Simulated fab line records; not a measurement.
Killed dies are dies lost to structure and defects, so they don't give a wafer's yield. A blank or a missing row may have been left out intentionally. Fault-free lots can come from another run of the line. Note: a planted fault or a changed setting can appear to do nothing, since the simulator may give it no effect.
Comparing a struck lot with a sound one :: flow ritCmos :: 20 out of 202 route steps
Sound: wafers L192.3, L192.4, L192.5. Wafers L186.2, L186.4, L186.5 were the ones struck. Last of all comes the cause.
For every step that has rows: the tool of each side, followed by ch and its chambers, followed by its first start. Under that, the readings that differ: sound wafers :: struck wafers :: difference of the means :: sigmas: that difference in standard deviations of wafers without a fault.
alike: readings with means less than 2 such deviations apart, plus words and numbers identical on both sides. not compared: withheld readings, readings lacking a value on some wafer, bounds such as >300 that could conceal the same value, and numbers that have no deviation in the record and whose values overlap.
A row with sigmas, a row that says differs or no value, or rows on one side alone: a step with any of these is where the two part. Non-overlapping numbers with no deviation appear without sigmas and do not part them. A reading missing from all wafers of one side parts the sides only when that side holds two or more wafers.

first, 2 steps without rows for these wafers: RIT_NWELL_HARDBAKE_07 (time 120 s); RIT_NWELL_IMPLANT_08.
RIT_NWELL_STRIP_09: strips in O2, time 180 s.
  sound on plasmaAsher-04 ch 0,1, day 5 15:26; struck on plasmaAsher-04 ch 0,1, day 4 09:01
  alike: drypumpMotorCurrentA
  not compared: rfHoursCounterH
RIT_NWELL_TW_MEAS_10:
  sound: filmMetro-02 at day 5 15:35; struck: filmMetro-01 at day 4 09:13
  alike: NWELL_TW
then, 6 steps without rows for these wafers: RIT_PWELL_HMDS_00 (prime time 60 s); RIT_PWELL_COAT_01 (resist thk 1300 nm); RIT_PWELL_SOFTBAKE_02 (time 60 s); RIT_PWELL_EXPOSE_03 (exposes mask M3, target cd 43700 nm); RIT_PWELL_PEB_04; RIT_PWELL_DEVELOP_05 (develop time 68 s).
RIT_PWELL_OVL_MEAS_06:
  sound: overlay-01 at day 5 16:31; struck: overlay-01 at day 4 10:08
  alike: PWELL_OVL
then, 1 step without rows for these wafers: RIT_PWELL_HARDBAKE_07 (time 120 s).
RIT_PWELL_IMPLANT_08:
  sound on implanter-04 ch 0, day 5 16:50; struck on implanter-02 ch 0, day 4 10:27
reading: doseIonsCm2
sound: 6.992e+13 6.999e+13 7.012e+13
struck: 9.944e+13 9.94e+13 9.936e+13
difference: +2.939e+13
sigmas: +99 or more

reading: faradayCurrentUA
sound: 228 220 219
struck: 309 315 312
difference: +90
sigmas: +19
  alike: endStationPressureTorr
RIT_PWELL_STRIP_09: strips in O2, time 180 s.
  sound on plasmaAsher-04 ch 0,1, day 5 17:00; struck on plasmaAsher-03 ch 0,1, day 4 10:34
  alike: drypumpMotorCurrentA
  not compared: rfHoursCounterH
RIT_PWELL_TW_MEAS_10:
  sound: filmMetro-02 at day 5 17:08; struck: filmMetro-01 at day 4 10:46
reading: PWELL_TW
sound: 950 948 942
struck: 1065 1055 1059
difference: +113
sigmas: +25
then, 1 step without rows for these wafers: RIT_WELLDRIVE_ANNEAL_00 (time 14700 s).
RIT_WELLDRIVE_RS_MEAS_01: measurement is done with a four-point probe.
  sound: filmMetro-02 at day 5 22:18; struck: filmMetro-02 at day 4 15:55
  alike: NWELL_RS
RIT_WELLDRIVE_RS_MEAS_02: measurement is done with a four-point probe.
  sound: filmMetro-02 at day 5 22:25; struck: filmMetro-02 at day 4 16:02
reading: PWELL_RS (ohm/sq)
sound: 431.2 430.9 431.2
struck: 345.4 345.9 345.8
difference: -85.4
sigmas: -61
then, 1 step without rows for these wafers: RIT_NRETRO_HMDS_00 (prime time 60 s).
RIT_M1_PROBE_99:
  sound: prober-01 at day 7 02:44; struck: prober-01 at day 5 23:27
reading: model.etest.nmos_0p3.rOnOhmUm
sound: 2077 2112 2107
struck: 2505 2534 2514
difference: +419
sigmas: 

reading: model.etest.nmos_0p15.rOnOhmUm
sound: 1095 1108 1084
struck: 1296 1301 1317
difference: +209
sigmas: 

reading: model.etest.pwellPinched.rsOhmSq
sound: 468.9 465.5 456.1
struck: 362.4 367.4 367.3
difference: -97.8
sigmas: 

reading: model.etest.pwell.rsOhmSq
sound: 422.2 417.9 416.7
struck: 330.8 334.5 330.6
difference: -87.0
sigmas: 

reading: model.etest.nmosTurned.driveUaUm
sound: 353.4 345.1 339.5
struck: 217.3 214.4 222.4
difference: -128.0
sigmas: 

reading: model.etest.nmos_0p15.driveUaUm
sound: 490.7 492.5 478.6
struck: 368.2 379.8 375.1
difference: -112.9
sigmas: 

reading: model.etest.nmosNarrow.driveUaUm
sound: 234.6 232.5 231.8
struck: 172.1 175.9 178.8
difference: -57.4
sigmas: 

reading: model.etest.nmos_0p3.driveUaUm
sound: 236.7 233.6 230.3
struck: 172.8 175.7 178.1
difference: -58.0
sigmas: 
  alike: killedAtContacts, killedAtFrontEnd, killedDies, killedOpen, killedShort

## WHERE THEY PART
Earliest at RIT_PWELL_IMPLANT_08; latest, in this record, at RIT_WELLDRIVE_RS_MEAS_02. Later steps at which nothing parts them and some readings are alike: RIT_M1_PROBE_99.

WHY: what the simulator had put in
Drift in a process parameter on implanter-02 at RIT_PWELL_IMPLANT_08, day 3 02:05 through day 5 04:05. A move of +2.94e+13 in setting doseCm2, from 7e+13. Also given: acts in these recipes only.
